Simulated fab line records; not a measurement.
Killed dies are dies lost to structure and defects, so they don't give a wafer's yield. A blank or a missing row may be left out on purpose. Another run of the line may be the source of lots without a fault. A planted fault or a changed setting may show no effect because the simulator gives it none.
Which tool did it? | flow berkeley cmos170 | 24 wafers from 8 lots sampled at 2 of the route's 331 steps

## WHAT EACH GAUGE READ, for each wafer
UCB170_NWELL_TW_MEAS_16.
lot  | measured    | on            | NWELL_TW
L670 | day 2 18:52 | film metro-03 | 1238 1236 1241
L674 | day 3 08:20 | film metro-04 | 1243 1244 1254
L675 | day 3 20:01 | film metro-04 | 1252 1261 1253
L677 | day 4 07:08 | film metro-03 | 1246 1244 1241
L680 | day 5 01:12 | film metro-03 | 1238 1248 1243
L682 | day 5 07:02 | film metro-02 | 1243 1248 1243
L685 | day 5 17:21 | film metro-03 | 1770 1762 1770
L686 | day 6 00:47 | film metro-02 | 1774 1770 1777

## TOOL THAT RAN EACH LOT (tool first, then ch and the chambers of the sampled wafers, then the start)
lot  | UCB170_NWELL_IMPLANT_14
L670 | implanter-02 ch 0, day 2 18:38
L674 | implanter-04 ch 0, day 3 08:07
L675 | implanter-02 ch 0, day 3 19:46
L677 | implanter-04 ch 0, day 4 06:53
L680 | implanter-02 ch 0, day 5 00:58
L682 | implanter-02 ch 0, day 5 06:48
L685 | implanter-04 ch 0, day 5 17:07
L686 | implanter-03 ch 0, day 6 00:34
- UCB170_NWELL_IMPLANT_14

## THE ANSWER, worked out from the rows above alone
Rule: the usual values come from the lots themselves. Put in order of their means at a reading, lots are off if they are a third of the lots or fewer, leave a main group of 4 or more, and stand apart from it by a gap of 3 or more times the standard deviation of the main group's means; of several such gaps the widest counts. The tables above print the reading to a certain number of digits; a main group whose means all agree to those digits is not used. Also off: a lot with no number at a reading for which 4 or more lots have one. Where the step has rows for the other lots, those lots are counted as sound.
Off: L685, L686, at UCB170_NWELL_TW_MEAS_16 (NWELL_TW). The main group has a mean of 1245 with a standard deviation of 5.2.
A tool fits if, at a process step before that reading, it ran every lot that is off, and no sound lot after the first of them. The gauges at UCB170_NWELL_TW_MEAS_16 are tried like those tools. Not one of the candidates tried fits.

## WHAT HAD BEEN PUT IN BY THE SIMULATOR
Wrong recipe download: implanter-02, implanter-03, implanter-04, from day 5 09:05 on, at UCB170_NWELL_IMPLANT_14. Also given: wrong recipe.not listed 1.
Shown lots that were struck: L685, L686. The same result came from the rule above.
